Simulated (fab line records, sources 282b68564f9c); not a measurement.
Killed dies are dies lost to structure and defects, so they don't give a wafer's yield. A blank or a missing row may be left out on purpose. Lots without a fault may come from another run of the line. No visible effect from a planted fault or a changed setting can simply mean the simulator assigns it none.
fab line records	flow rit_cmos
record lots=7	wafers=21	last_day=8
route steps=202 shown ACTIVE@14 FOX1@20 FOX2@23 NWELL@28 PWELL@39 WELLDRIVE@50 NRETRO@53 GATE@79 M1@202
lots that met no fault: from a run of the same line without faults
start_h: the number of hours between the record's first day and the start of the first shown wafer of the lot	wait_h: hours from the lot's prior step to this one	" same as the row above	L1.1+2: several wafers, shown together as one row	- value missing, or start not given	* or withheld: withheld	< > ~ a bound
route shown NAME@n: names a module that has steps shown in the file, with the first one's number in the route	usual: mean/standard deviation of fault-free wafers	same: alike in all rows	chamber/n: place in a boat	sites: per-site readings	_std_site: the standard deviation of these	_edge_site: the outer-site mean with the inner-site mean subtracted	radius_mm: how far each site lies from the wafer's centre	mask NAME#n: copy n	behind: the last tool/chamber to shape the wafer	hold: the reason the lot was held/the length of the hold in hours/how it ended	device: the transistor (n, p or np) that didn't switch	end of line: tests run on the same wafers once the route is complete	where a step has no rows: the recipe by itself	killed: dies lost to structure and defects at the first sort, not the wafer's yield	map: a wafer's dies, marking killed ones x, the rest . and places with no die _
set.NAME: the setting as run; set.NAME@STEP: as run at that earlier step	model.NAME: the simulator's own value behind a step, which no gauge read
a table for each step, a row for each wafer; lots at some steps of the route
services: from which hour (start_h, from the record's first day; less than 0 if before it) a tool's chamber was out of use, for how many hours, and why
## steps
# step RIT_ACTIVE_ETCH_13
# recipe stop_on=SiO2	chemistry=SF6	target=Si3N4	time_s=210	over_etch_frac=0.4	SF6_flow_sccm=200	pressure_mtorr=260	rf_w=125	target_depth_a=2100
# usual SF6_flow_sccm=200.0/0.62	chamber_pressure_mTorr=260.01/0.26	drypump_motor_current_A=5.8/0.48	oes_product_au=0.825/0.011	throttle_valve_pct=7.53/0.084
lot.wafer	tool	chamber	start_h	wait_h	SF6_flow_sccm	chamber_pressure_mTorr	drypump_motor_current_A	oes_product_au	rf_hours_counter_h	throttle_valve_pct
L141.1	rie_diel-01	2	29.71	0.1	200.9	260.38	5.0	0.821	4	7.46
L141.2	"	0	"	"	199.5	259.72	6.3	0.833	1	7.53
L141.3	"	3	"	"	200.5	260.14	5.8	0.831	53	7.55
L145.4	rie_diel-01	0	51.67	0.1	199.9	260.13	6.3	0.821	1	7.52
L145.5	"	0	"	"	201.0	260.57	6.3	0.822	-	7.51
L145.6	"	1	"	"	199.4	260.19	6.4	0.836	-	7.42
L157.1	rie_diel-01	2	110.27	0.1	200.3	259.70	5.0	0.818	6	7.47
L157.3	"	3	"	"	200.3	259.50	5.8	0.815	55	7.56
L157.6	"	1	"	"	201.2	260.14	6.4	0.836	-	7.41
L158.2	rie_diel-03	3	118.01	0.1	199.4	259.72	6.2	0.850	61	7.56
L158.4	"	3	"	"	200.1	259.58	6.2	0.844	-	7.58
L158.6	"	2	"	"	200.1	259.73	5.9	0.811	-	7.61
L159.2	rie_diel-01	1	120.24	0.1	200.5	259.94	6.3	0.837	93	7.41
L159.5	"	2	"	"	199.9	259.87	5.0	0.808	-	7.47
L159.6	"	3	"	"	200.4	260.28	5.8	0.826	-	7.56
L160.2	rie_diel-03	0	128.48	0.1	200.2	259.67	5.5	0.825	113	7.61
L160.5	"	0	"	"	201.0	260.00	5.5	0.832	-	7.62
L160.6	"	3	"	"	201.0	259.94	6.2	0.842	-	7.57
L161.1	rie_diel-01	2	135.76	0.1	200.5	260.00	5.1	0.840	6	7.49
L161.2	"	1	"	"	200.1	259.83	6.4	0.844	93	7.41
L161.6	"	1	"	"	199.5	260.22	6.4	0.848	-	7.40
# step RIT_ACTIVE_STRIP_14
# recipe chemistry=O2	time_s=180	resist=NOVOLAK	platen_temp_c=withheld	power_w=500	pressure_mtorr=4000	o2_flow_sccm=4000
# usual drypump_motor_current_A=5.8/0.41
lot.wafer	tool	chamber	start_h	wait_h	drypump_motor_current_A	rf_hours_counter_h
L141.1	plasma_asher-01	1	29.84	0.1	6.0	37
L141.2	"	0	"	"	5.4	37
L141.3	"	0	"	"	5.5	-
L145.4	plasma_asher-02	0	51.86	0.1	6.6	-
L145.5	"	0	"	"	6.6	-
L145.6	"	1	"	"	5.5	-
L157.1	plasma_asher-02	1	110.41	0.1	5.4	47
L157.3	"	1	"	"	5.4	-
L157.6	"	1	"	"	5.4	-
L158.2	plasma_asher-01	0	118.21	0.1	5.4	0
L158.4	"	0	"	"	5.4	-
L158.6	"	1	"	"	6.0	-
L159.2	plasma_asher-01	0	120.37	0.1	5.4	0
L159.5	"	1	"	"	5.9	-
L159.6	"	0	"	"	5.4	-
L160.2	plasma_asher-01	0	128.61	0.1	5.4	1
L160.5	"	0	"	"	5.4	-
L160.6	"	1	"	"	5.9	-
L161.1	plasma_asher-01	1	135.89	0.1	6.0	2
L161.2	"	0	"	"	5.4	2
L161.6	"	1	"	"	6.0	-
# step RIT_ACTIVE_CD_MEAS_90
# recipe target_cd_nm=1400
# usual cd_nm=1399.4/2.3
lot.wafer	tool	chamber	start_h	wait_h	cd_nm
L141.1	cd_sem-02	-	30.02	0.1	1406.4
L141.2	"	-	"	"	1402.2
L141.3	"	-	"	"	1403.4
L145.4	cd_sem-01	-	52.04	0.1	1398.5
L145.5	"	-	"	"	1399.1
L145.6	"	-	"	"	1399.3
L157.1	cd_sem-01	-	110.58	0.1	1398.5
L157.3	"	-	"	"	1397.3
L157.6	"	-	"	"	1398.2
L158.2	cd_sem-01	-	118.40	0.1	1397.7
L158.4	"	-	"	"	1398.0
L158.6	"	-	"	"	1398.0
L159.2	cd_sem-02	-	120.57	0.1	1396.8
L159.5	"	-	"	"	1398.5
L159.6	"	-	"	"	1397.9
L160.2	cd_sem-01	-	128.80	0.1	1396.2
L160.5	"	-	"	"	1394.9
L160.6	"	-	"	"	1397.1
L161.1	cd_sem-02	-	136.07	0.1	1398.7
L161.2	"	-	"	"	1397.5
L161.6	"	-	"	"	1396.1
# step RIT_ACTIVE_CLEAN_15
# recipe chemistry=SC1	mix=3:3:50	time_s=600	temp_c=75
# step RIT_ACTIVE_CLEAN_16
# recipe chemistry=dHF	dilution=50:1	time_s=30
# step RIT_ACTIVE_CLEAN_17
# recipe chemistry=SC2	mix=3:3:50	time_s=600	temp_c=75	dry=n2_spin
# step RIT_FOX1_OXIDATION_00
# recipe temp_c=1100	ambient=H2O	target_thk_a=3507	p_h2o_torr=720	ox_time_s=1130
# step RIT_FOX1_THK_MEAS_01
# recipe reads=SiO2_of_FOX1_OXIDATION_00
# usual FOX1_OXIDE_THK=351/6
lot.wafer	tool	chamber	start_h	wait_h	FOX1_OXIDE_THK[nm]
L141.1	film_metro-01	-	34.00	0.0	362
L141.2	"	-	"	"	356
L141.3	"	-	"	"	356
L145.4	film_metro-04	-	53.81	0.0	351
L145.5	"	-	"	"	350
L145.6	"	-	"	"	353
L157.1	film_metro-01	-	115.34	0.0	347
L157.3	"	-	"	"	344
L157.6	"	-	"	"	344
L158.2	film_metro-01	-	124.19	0.0	353
L158.4	"	-	"	"	351
L158.6	"	-	"	"	350
L159.2	film_metro-04	-	124.19	0.0	347
L159.5	"	-	"	"	340
L159.6	"	-	"	"	345
L160.2	film_metro-03	-	136.74	0.0	340
L160.5	"	-	"	"	334
L160.6	"	-	"	"	342
L161.1	film_metro-01	-	141.30	0.0	348
L161.2	"	-	"	"	344
L161.6	"	-	"	"	344
# step RIT_FOX1_WET_ETCH_02
# recipe chemistry=BOE	target_depth_nm=350	time_s=390	temp_c=21.5	dry=n2_spin	dilution=10:1	target=SiO2
# step RIT_FOX2_OXIDATION_00
# recipe temp_c=1100	ambient=H2O	target_thk_a=3507	p_h2o_torr=720	ox_time_s=1130
# step RIT_FOX2_THK_MEAS_01
# recipe reads=SiO2_of_FOX2_OXIDATION_00
# usual FOX2_OXIDE_THK=351/5
lot.wafer	tool	chamber	start_h	wait_h	FOX2_OXIDE_THK[nm]
L141.1	film_metro-02	-	35.49	0.0	351
L141.2	"	-	"	"	355
L141.3	"	-	"	"	350
L145.4	film_metro-01	-	55.31	0.0	351
L145.5	"	-	"	"	352
L145.6	"	-	"	"	347
L157.1	film_metro-01	-	117.73	0.0	352
L157.3	"	-	"	"	349
L157.6	"	-	"	"	362
L158.2	film_metro-01	-	131.80	0.0	349
L158.4	"	-	"	"	353
L158.6	"	-	"	"	352
L159.2	film_metro-02	-	131.80	0.0	349
L159.5	"	-	"	"	346
L159.6	"	-	"	"	349
L161.1	film_metro-04	-	145.81	0.0	341
L161.2	"	-	"	"	348
L161.6	"	-	"	"	346
L160.2	film_metro-01	-	145.82	0.0	341
L160.5	"	-	"	"	339
L160.6	"	-	"	"	341
# step RIT_FOX2_CLEAN_02
# recipe chemistry=dHF	dilution=50:1	time_s=180
# step RIT_FOX2_WET_ETCH_03
# recipe chemistry=H3PO4	target=Si3N4	target_depth_nm=195	temp_c=165	time_s=2700
# usual bath_guard_temp_C=164.8/0.44	bath_heat_duty_pct=28.0/2.4
lot.wafer	tool	chamber	start_h	wait_h	bath_guard_temp_C	bath_heat_duty_pct	model.Si3N4_of_ACTIVE_CVD_03.thk_nm	model.SiO2_of_FOX2_OXIDATION_00.thk_nm	model.SiO2_of_ACTIVE_OXIDATION_01.thk_nm
L141.1	wet_bench-04	3	35.61	0.0	165.1	31.0	0	323	39.94
L141.2	"	3	"	"	165.3	29.9	0	327.6	39.16
L141.3	"	3	"	"	165.1	29.4	0	322.4	40.09
L145.4	wet_bench-02	2	55.40	0.0	164.9	28.8	0	323.7	39.92
L145.5	"	2	"	"	164.5	26.7	0	324.6	40.76
L145.6	"	2	"	"	164.9	29.3	0	319.6	41.42
L157.1	wet_bench-04	0	117.85	0.0	-	-	129.6	335.1	46.5
L157.3	"	0	"	"	-	-	128.4	331.9	47.26
L157.6	"	0	"	"	-	-	128.4	344.5	47.41
L158.2	wet_bench-01	0	131.91	0.0	-	-	130.9	331.7	44.86
L158.4	"	0	"	"	-	-	131.6	336.4	44.53
L158.6	"	0	"	"	-	-	130.9	335.3	46.7
L159.2	wet_bench-01	1	131.91	0.0	-	-	129	331.9	45.43
L159.5	"	1	"	"	-	-	127.8	329.3	44.37
L159.6	"	1	"	"	-	-	129.5	332.4	45.62
L160.2	wet_bench-02	2	145.93	0.0	164.6	31.2	0	313.9	39.55
L160.5	"	2	"	"	164.9	30.3	0	311.3	39.1
L160.6	"	2	"	"	165.0	29.9	0	313.8	39.48
L161.1	wet_bench-02	3	145.93	0.0	165.4	32.2	0	314.2	40.09
L161.2	"	3	"	"	165.2	28.3	0	320.7	41.22
L161.6	"	3	"	"	165.0	30.4	0	319.2	41.47
# step RIT_NWELL_HMDS_00
# recipe prime_time_s=60	prime_temp_c=140
# step RIT_NWELL_COAT_01
# recipe resist=NOVOLAK	spin_rpm=2000	resist_thk_nm=1300
# step RIT_NWELL_SOFTBAKE_02
# recipe resist=NOVOLAK	temp_c=90	time_s=60
# step RIT_NWELL_EXPOSE_03
# recipe mask_id=M2	na=0.57	target_cd_nm=43900	dose_mj=250
# step RIT_NWELL_PEB_04
# recipe resist=NOVOLAK	temp_c=withheld	time_s=withheld
# step RIT_NWELL_DEVELOP_05
# recipe resist=NOVOLAK	develop_time_s=68	dev_temp_c=23
# step RIT_NWELL_OVL_MEAS_06
# usual NWELL_OVL=0.7/1.6
lot.wafer	tool	chamber	start_h	wait_h	NWELL_OVL[nm]
L141.1	overlay-01	-	37.31	-	3.9
L141.2	"	-	"	"	3.0
L141.3	"	-	"	"	3.2
L145.4	overlay-02	-	57.18	-	1.9
L145.5	"	-	"	"	1.5
L145.6	"	-	"	"	2.1
L157.1	overlay-01	-	119.67	-	1.6
L157.3	"	-	"	"	0.7
L157.6	"	-	"	"	1.3
L158.2	overlay-02	-	133.82	-	0.7
L158.4	"	-	"	"	0.2
L158.6	"	-	"	"	0.1
L159.2	overlay-02	-	134.11	-	2.8
L159.5	"	-	"	"	0.8
L159.6	"	-	"	"	3.7
L160.2	overlay-01	-	147.76	-	1.3
L160.5	"	-	"	"	1.7
L160.6	"	-	"	"	-1.3
L161.1	overlay-01	-	148.31	-	2.1
L161.2	"	-	"	"	-0.3
L161.6	"	-	"	"	-0.5
# step RIT_NWELL_HARDBAKE_07
# recipe resist=NOVOLAK	temp_c=140	time_s=120
# step RIT_NWELL_IMPLANT_08
# recipe species=P	energy_kev=170	dose_cm2=5e+13	tilt_deg=7
# step RIT_NWELL_STRIP_09
# recipe chemistry=O2	time_s=180	resist=NOVOLAK	platen_temp_c=withheld	power_w=500	pressure_mtorr=4000	o2_flow_sccm=4000
# usual drypump_motor_current_A=5.7/0.46
lot.wafer	tool	chamber	start_h	wait_h	drypump_motor_current_A	rf_hours_counter_h
L141.1	plasma_asher-01	1	37.74	0.1	6.0	39
L141.2	"	0	"	"	5.4	39
L141.3	"	0	"	"	5.4	-
L145.4	plasma_asher-03	1	57.66	0.1	5.0	-
L145.5	"	0	"	"	6.3	-
L145.6	"	1	"	"	5.0	-
L157.1	plasma_asher-04	0	120.10	0.1	5.4	47
L157.3	"	0	"	"	5.4	-
L157.6	"	1	"	"	6.1	-
L158.2	plasma_asher-03	1	134.25	0.1	5.0	34
L158.4	"	0	"	"	6.3	-
L158.6	"	1	"	"	5.0	-
L159.2	plasma_asher-04	1	134.54	0.1	6.1	48
L159.5	"	0	"	"	5.4	-
L159.6	"	1	"	"	6.1	-
L160.2	plasma_asher-03	0	148.27	0.1	6.2	35
L160.5	"	0	"	"	6.2	-
L160.6	"	1	"	"	5.0	-
L161.1	plasma_asher-01	1	148.74	0.1	5.9	3
L161.2	"	0	"	"	5.4	3
L161.6	"	0	"	"	5.4	-
# step RIT_NWELL_TW_MEAS_10
# usual NWELL_TW=2136/34
lot.wafer	tool	chamber	start_h	wait_h	NWELL_TW
L141.1	film_metro-02	-	37.92	0.1	2149
L141.2	"	-	"	"	2135
L141.3	"	-	"	"	2137
L145.4	film_metro-04	-	57.81	0.1	2084
L145.5	"	-	"	"	2078
L145.6	"	-	"	"	2089
L157.1	film_metro-02	-	120.28	0.1	2151
L157.3	"	-	"	"	2147
L157.6	"	-	"	"	2157
L158.2	film_metro-04	-	134.44	0.1	2096
L158.4	"	-	"	"	2090
L158.6	"	-	"	"	2088
L159.2	film_metro-04	-	134.73	0.1	2086
L159.5	"	-	"	"	2082
L159.6	"	-	"	"	2083
L160.2	film_metro-03	-	148.45	0.1	2176
L160.5	"	-	"	"	2151
L160.6	"	-	"	"	2172
L161.1	film_metro-03	-	148.92	0.1	2166
L161.2	"	-	"	"	2163
L161.6	"	-	"	"	2168
# step RIT_PWELL_HMDS_00
# recipe prime_time_s=60	prime_temp_c=140
# step RIT_PWELL_COAT_01
# recipe resist=NOVOLAK	spin_rpm=2000	resist_thk_nm=1300
# step RIT_PWELL_SOFTBAKE_02
# recipe resist=NOVOLAK	temp_c=90	time_s=60
# step RIT_PWELL_EXPOSE_03
# recipe mask_id=M3	na=0.57	target_cd_nm=43700	dose_mj=250
# step RIT_PWELL_PEB_04
# recipe resist=NOVOLAK	temp_c=withheld	time_s=withheld
# step RIT_PWELL_DEVELOP_05
# recipe resist=NOVOLAK	develop_time_s=68	dev_temp_c=23
# step RIT_PWELL_OVL_MEAS_06
# usual PWELL_OVL=0.1/1.2
lot.wafer	tool	chamber	start_h	wait_h	PWELL_OVL[nm]
L141.1	overlay-02	-	38.98	-	-0.3
L141.2	"	-	"	"	0.8
L141.3	"	-	"	"	1.6
L145.4	overlay-02	-	58.86	-	-1.7
L145.5	"	-	"	"	0.9
L145.6	"	-	"	"	0.9
L157.1	overlay-02	-	121.34	-	1.2
L157.3	"	-	"	"	0.7
L157.6	"	-	"	"	-0.5
L158.2	overlay-01	-	135.37	-	0.6
L158.4	"	-	"	"	0.4
L158.6	"	-	"	"	-0.8
L159.2	overlay-01	-	135.97	-	-0.6
L159.5	"	-	"	"	-0.7
L159.6	"	-	"	"	-0.6
L160.2	overlay-02	-	149.64	-	1.6
L160.5	"	-	"	"	0.3
L160.6	"	-	"	"	0.2
L161.1	overlay-01	-	150.24	-	-1.4
L161.2	"	-	"	"	-2.4
L161.6	"	-	"	"	-2.3
# step RIT_PWELL_HARDBAKE_07
# recipe resist=NOVOLAK	temp_c=140	time_s=120
# step RIT_PWELL_IMPLANT_08
# recipe species=B	energy_kev=170	dose_cm2=7e+13	tilt_deg=7
# step RIT_PWELL_STRIP_09
# recipe chemistry=O2	time_s=180	resist=NOVOLAK	platen_temp_c=withheld	power_w=500	pressure_mtorr=4000	o2_flow_sccm=4000
# usual drypump_motor_current_A=5.9/0.55
lot.wafer	tool	chamber	start_h	wait_h	drypump_motor_current_A	rf_hours_counter_h
L141.1	plasma_asher-02	1	39.42	0.1	5.5	40
L141.2	"	0	"	"	6.6	40
L141.3	"	0	"	"	6.6	-
L145.4	plasma_asher-03	1	59.34	0.1	5.0	-
L145.5	"	1	"	"	5.0	-
L145.6	"	0	"	"	6.3	-
L157.1	plasma_asher-02	1	121.78	0.1	5.5	48
L157.3	"	1	"	"	5.5	-
L157.6	"	0	"	"	6.6	-
L158.2	plasma_asher-02	1	135.80	0.1	5.5	49
L158.4	"	1	"	"	5.6	-
L158.6	"	1	"	"	5.5	-
L159.2	plasma_asher-03	1	136.40	0.1	5.0	34
L159.5	"	0	"	"	6.3	-
L159.6	"	1	"	"	5.0	-
L160.2	plasma_asher-03	1	150.28	0.1	5.0	36
L160.5	"	1	"	"	5.0	-
L160.6	"	0	"	"	6.3	-
L161.1	plasma_asher-04	1	150.68	0.1	6.1	50
L161.2	"	0	"	"	5.4	50
L161.6	"	1	"	"	6.1	-
# step RIT_PWELL_TW_MEAS_10
# usual PWELL_TW=943/16
lot.wafer	tool	chamber	start_h	wait_h	PWELL_TW
L141.1	film_metro-02	-	39.59	0.1	953
L141.2	"	-	"	"	953
L141.3	"	-	"	"	953
L145.4	film_metro-04	-	59.48	0.1	919
L145.5	"	-	"	"	924
L145.6	"	-	"	"	920
L157.1	film_metro-04	-	121.96	0.1	929
L157.3	"	-	"	"	931
L157.6	"	-	"	"	932
L158.2	film_metro-04	-	135.99	0.1	935
L158.4	"	-	"	"	928
L158.6	"	-	"	"	930
L159.2	film_metro-04	-	136.59	0.1	921
L159.5	"	-	"	"	925
L159.6	"	-	"	"	928
L160.2	film_metro-04	-	150.46	0.1	928
L160.5	"	-	"	"	928
L160.6	"	-	"	"	934
L161.1	film_metro-03	-	150.85	0.1	961
L161.2	"	-	"	"	960
L161.6	"	-	"	"	961
# step RIT_WELLDRIVE_ANNEAL_00
# recipe temp_c=1100	time_s=14700	ambient=N2
# step RIT_NRETRO_HMDS_00
# recipe prime_time_s=60	prime_temp_c=140
# step RIT_NRETRO_COAT_01
# recipe resist=NOVOLAK	spin_rpm=2000	resist_thk_nm=1300
# step RIT_NRETRO_SOFTBAKE_02
# recipe resist=NOVOLAK	temp_c=90	time_s=60
# step RIT_GATE_CLEAN_04
# recipe chemistry=dHF	dilution=50:1	time_s=60	dry=n2_spin
lot.wafer	tool	chamber	start_h	wait_h	model.SiO2_of_FOX2_OXIDATION_00.thk_nm
L141.1	wet_bench-03	0	49.61	0.0	254.7
L141.2	"	0	"	"	259.3
L141.3	"	0	"	"	254.6
L145.4	wet_bench-04	2	69.42	0.0	255.7
L145.5	"	2	"	"	256.6
L145.6	"	2	"	"	251.6
L157.1	wet_bench-04	2	134.91	0.0	266.7
L157.3	"	2	"	"	263.3
L157.6	"	2	"	"	275.8
L158.2	wet_bench-03	1	148.72	0.0	264.8
L158.4	"	1	"	"	269.5
L158.6	"	1	"	"	268.2
L159.2	wet_bench-01	0	148.97	0.0	264.4
L159.5	"	0	"	"	261.9
L159.6	"	0	"	"	264.7
L161.1	wet_bench-03	2	162.44	0.0	245.3
L161.2	"	2	"	"	251.7
L161.6	"	2	"	"	249.8
L160.2	wet_bench-04	2	162.44	0.0	246.9
L160.5	"	2	"	"	244.3
L160.6	"	2	"	"	246.6
# step RIT_M1_PROBE_99
# usual killed_at_contacts=0.1/0.24	killed_at_front_end=7/3.1	killed_dies=7/3.1	killed_on_rim=1.9/1.3	killed_open=3.3/1.9	killed_short=3.9/2.1
# same gross_dies=264	killed_at_M0_to_M3=0	killed_at_M4_up=0	killed_at_back_side=0	killed_at_other=0
lot.wafer	tool	chamber	start_h	wait_h	killed_at_contacts	killed_at_front_end	killed_dies	killed_on_rim	killed_open	killed_short
L141.1	prober-02	-	79.32	0.1	0	12	12	3	5	7
L141.2	prober-02	-	79.37	0.1	0	4	4	0	1	3
L141.3	prober-02	-	79.42	0.2	0	10	10	5	8	2
L145.4	prober-02	-	98.39	0.2	0	13	13	4	5	8
L145.5	prober-02	-	98.44	0.2	0	5	5	2	3	2
L145.6	prober-02	-	98.49	0.2	0	11	11	6	6	5
L157.1	prober-02	-	169.74	0.1	0	264	264	70	6	6
L157.3	prober-02	-	169.84	0.2	0	264	264	70	7	6
L157.6	prober-02	-	169.99	0.2	0	264	264	70	4	5
L158.2	prober-01	-	180.46	0.1	0	264	264	70	2	4
L158.4	prober-01	-	180.56	0.2	0	264	264	70	4	8
L158.6	prober-01	-	180.66	0.2	0	264	264	70	1	2
L159.2	prober-02	-	181.96	0.1	0	264	264	70	1	1
L159.5	prober-02	-	182.11	0.2	0	264	264	70	0	6
L159.6	prober-02	-	182.16	0.2	0	264	264	70	2	4
L160.2	prober-02	-	194.35	0.1	0	13	13	0	5	8
L160.5	prober-02	-	194.50	0.2	0	8	8	2	2	6
L160.6	prober-02	-	194.55	0.2	1	9	10	1	4	6
L161.1	prober-01	-	195.80	0.1	1	10	11	1	3	8
L161.2	prober-01	-	195.85	0.1	0	8	8	3	4	4
L161.6	prober-01	-	196.05	0.2	0	13	13	1	7	6
# killed by level:class
L141.1 FOX1:geometric_particle:short=4 FOX1:geometric_particle:open=4 REOX:geometric_particle:short=2 REOX:geometric_particle:open=1 SILICIDE:geometric_particle:short=1
L141.2 FOX1:geometric_particle:short=2 FOX2:geometric_particle:open=1 REOX:geometric_particle:short=1
L141.3 GATE:geometric_particle:open=4 REOX:geometric_particle:short=2 FOX1:geometric_particle:open=1 FOX2:geometric_particle:open=1 REOX:geometric_particle:open=1 SILICIDE:geometric_particle:open=1
L145.4 GATE:geometric_particle:short=4 FOX1:geometric_particle:short=3 GATE:geometric_particle:open=2 FOX1:geometric_particle:open=1 SILICIDE:geometric_particle:open=1 REOX:geometric_particle:open=1 SILICIDE:geometric_particle:short=1
L145.5 SILICIDE:geometric_particle:open=2 GATE:geometric_particle:short=1 GATE:geometric_particle:open=1 SILICIDE:geometric_particle:short=1
L145.6 GATE:geometric_particle:open=4 GATE:geometric_particle:short=3 FOX2:geometric_particle:open=1 SPACER:geometric_particle:short=1 SILICIDE:geometric_particle:open=1 SILICIDE:geometric_particle:short=1
L157.1 FOX2:area_etch=252 REOX:geometric_particle:short=6 REOX:geometric_particle:open=2 SPACER:geometric_particle:open=2 GATE:geometric_particle:open=1 SILICIDE:geometric_particle:open=1
L157.3 FOX2:area_etch=251 FOX2:geometric_particle:open=3 REOX:geometric_particle:short=3 SILICIDE:geometric_particle:open=2 FOX1:geometric_particle:open=1 GATE:geometric_particle:open=1 GATE:geometric_particle:short=1 SPACER:geometric_particle:short=1
L157.6 FOX2:area_etch=255 GATE:geometric_particle:short=2 REOX:geometric_particle:short=2 SILICIDE:geometric_particle:open=2 FOX1:geometric_particle:short=1 GATE:geometric_particle:open=1 SPACER:geometric_particle:open=1
L158.2 FOX2:area_etch=258 SPACER:geometric_particle:short=3 FOX1:geometric_particle:short=1 GATE:geometric_particle:open=1 SPACER:geometric_particle:open=1
L158.4 FOX2:area_etch=252 GATE:geometric_particle:open=3 GATE:geometric_particle:short=3 SPACER:geometric_particle:short=3 FOX1:geometric_particle:open=1 REOX:geometric_particle:short=1 SILICIDE:geometric_particle:short=1
L158.6 FOX2:area_etch=261 GATE:geometric_particle:short=1 SILICIDE:geometric_particle:short=1 SILICIDE:geometric_particle:open=1
L159.2 FOX2:area_etch=262 FOX2:geometric_particle:short=1 REOX:geometric_particle:open=1
L159.5 FOX2:area_etch=258 GATE:geometric_particle:short=4 FOX1:geometric_particle:short=1 FOX2:geometric_particle:short=1
L159.6 FOX2:area_etch=258 FOX1:geometric_particle:short=2 REOX:geometric_particle:short=2 FOX1:geometric_particle:open=1 FOX2:geometric_particle:open=1
L160.2 GATE:geometric_particle:short=3 REOX:geometric_particle:short=2 SILICIDE:geometric_particle:open=2 SILICIDE:geometric_particle:short=2 FOX1:geometric_particle:open=1 FOX2:geometric_particle:open=1 FOX2:geometric_particle:short=1 GATE:geometric_particle:open=1
L160.5 GATE:geometric_particle:short=2 REOX:geometric_particle:short=2 SPACER:geometric_particle:short=2 SILICIDE:geometric_particle:open=1 REOX:geometric_particle:open=1
L160.6 REOX:geometric_particle:short=2 REOX:geometric_particle:open=2 SILICIDE:geometric_particle:short=2 GATE:geometric_particle:open=1 SPACER:geometric_particle:short=1 SPACER:geometric_particle:open=1 CONTACT:geometric_particle:short=1
L161.1 GATE:geometric_particle:short=5 GATE:geometric_particle:open=2 FOX2:geometric_particle:short=1 SPACER:geometric_particle:short=1 SILICIDE:geometric_particle:short=1 CONTACT:geometric_particle:open=1
L161.2 GATE:geometric_particle:open=3 GATE:geometric_particle:short=2 FOX1:geometric_particle:short=1 SPACER:geometric_particle:open=1 SPACER:geometric_particle:short=1
L161.6 GATE:geometric_particle:open=7 FOX1:geometric_particle:short=3 GATE:geometric_particle:short=2 FOX2:geometric_particle:short=1
# map L157.1 (x killed, . not)
________xxxxxxx_______
_____xxxxxxxxxxxxx____
____xxxxxxxxxxxxxxx___
___xxxxxxxxxxxxxxxxx__
__xxxxxxxxxxxxxxxxxxx_
__xxxxxxxxxxxxxxxxxxx_
_xxxxxxxxxxxxxxxxxxxxx
_xxxxxxxxxxxxxxxxxxxxx
_xxxxxxxxxxxxxxxxxxxxx
_xxxxxxxxxxxxxxxxxxxxx
__xxxxxxxxxxxxxxxxxxx_
__xxxxxxxxxxxxxxxxxxx_
___xxxxxxxxxxxxxxxxx__
____xxxxxxxxxxxxxxx___
_____xxxxxxxxxxxxx____
________xxxxxxx_______
# map L158.2 (x killed, . not)
________xxxxxxx_______
_____xxxxxxxxxxxxx____
____xxxxxxxxxxxxxxx___
___xxxxxxxxxxxxxxxxx__
__xxxxxxxxxxxxxxxxxxx_
__xxxxxxxxxxxxxxxxxxx_
_xxxxxxxxxxxxxxxxxxxxx
_xxxxxxxxxxxxxxxxxxxxx
_xxxxxxxxxxxxxxxxxxxxx
_xxxxxxxxxxxxxxxxxxxxx
__xxxxxxxxxxxxxxxxxxx_
__xxxxxxxxxxxxxxxxxxx_
___xxxxxxxxxxxxxxxxx__
____xxxxxxxxxxxxxxx___
_____xxxxxxxxxxxxx____
________xxxxxxx_______
## services
tool	chamber	start_h	hours	kind
plasma_asher-03	-	27.16	14.6	pm
plasma_asher-04	-	35.24	10.0	pm
plasma_asher-02	-	44.58	1.2	repair
wet_bench-01	-	46.24	33.6	pm
plasma_asher-04	-	47.58	3.2	repair
rie_diel-03	3	58.70	7.6	repair
rie_diel-03	-	62.19	4.3	pm
rie_diel-03	1	81.59	80.9	repair
plasma_asher-02	-	92.16	14.6	pm
wet_bench-01	-	108.21	1.2	repair
plasma_asher-01	-	108.75	9.0	pm
plasma_asher-01	0	108.75	9.0	vent_cycle
plasma_asher-01	1	108.75	9.0	vent_cycle
plasma_asher-03	-	112.93	2.7	repair
rie_diel-03	0	113.14	5.3	repair
plasma_asher-04	-	116.94	2.9	repair
plasma_asher-01	0	117.75	-	clean
plasma_asher-01	1	117.75	-	clean
rie_diel-03	2	139.80	4.2	repair
## key
first_sign step=RIT_FOX2_WET_ETCH_03	reading=tool_record	direction=missing
effect step=RIT_M1_PROBE_99	reading=killed_at_front_end	direction=up	sigmas=84	usual=7	struck=264
model_effect step=RIT_FOX2_WET_ETCH_03	value=Si3N4_of_ACTIVE_CVD_03.thk_nm	without=0	struck=129.6
model_effect step=RIT_GATE_CLEAN_04	value=SiO2_of_FOX2_OXIDATION_00.thk_nm	without=256	struck=266.6
more_kills_born_at RIT_FOX2_WET_ETCH_03@wet_bench-01=1549	RIT_FOX2_WET_ETCH_03@wet_bench-04=758
met_at RIT_FOX2_WET_ETCH_03
struck_wafers L157.1,L157.3,L157.6,L158.2,L158.4,L158.6,L159.2,L159.5,L159.6
later_rows_left_out L157.1,L157.3,L157.6,L158.2,L158.4,L158.6,L159.2,L159.5,L159.6
tester_left_out L157,L158,L159
onset_between 35.61 117.85
fault kind=skipped_step_whole	tool=wet_bench-01,wet_bench-04	chamber=-	onset_h=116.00	steps=RIT_FOX2_WET_ETCH_03	scope=struck_lots_only
# tester_left_out: of these lots the tester's yield and bins aren't shown, on N5 and GAA mostly nor the transistor test; their killed dies are dies lost to structure and defects alone, not to doping, threshold or leakage, so they don't give the yield
# later_rows_left_out: the simulator's readings of these wafers behind a module that went badly wrong aren't trusted and aren't shown, but for the sort
